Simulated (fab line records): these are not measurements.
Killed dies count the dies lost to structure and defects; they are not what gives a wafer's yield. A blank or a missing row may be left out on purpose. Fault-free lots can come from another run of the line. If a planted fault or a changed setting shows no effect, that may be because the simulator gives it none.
Matching of chambers	flow berkeley_cmos170	4 sister chambers for UCB170_GATE_ETCH_15 on rie_si-02
The step etches poly-Si in HBr/Cl2, stops on SiO2, time 56.3 s, target depth 278.2 nm. 4 wafers are shown with their chamber, then 8 later ones without.

WAFERS WITH THEIR CHAMBER
wafer	chamber	throttle_valve_pct (%)
L317.2	0	26.81
L317.3	2	26.53
L317.4	1	26.40
L327.1	3	26.23

WAFERS WITH NO CHAMBER GIVEN
wafer	throttle_valve_pct (%)
L327.2	26.56
L327.3	26.81
L329.1	26.82
L329.2	26.55
L329.3	26.26
L331.2	26.54
L331.3	26.83
L331.4	26.37

WHICH CHAMBER EACH ONE RAN IN
wafer	from the rows above	in truth
L327.2	2	2
L327.3	0	0
L329.1	0	0
L329.2	2	2
L329.3	3	3
L331.2	2	2
L331.3	0	0
L331.4	1	1
Correctly placed: 8 of 8. Number that these rows cannot place: 0. Wrongly placed: 0.
How it was worked out, from the rows above alone: a wafer's distance from a chamber is the root of the sum, over the readings, of the square of ((its reading less the chamber's mean) divided by the reading's scatter). If the next closest chamber is less than 2 further off than the closest, the wafer can't be placed; otherwise it belongs to the closest. Each chamber's mean is taken over the wafers shown for it. The scatter: root of mean squared gap, hidden wafer to nearest shown wafer, with one shown wafer a chamber.
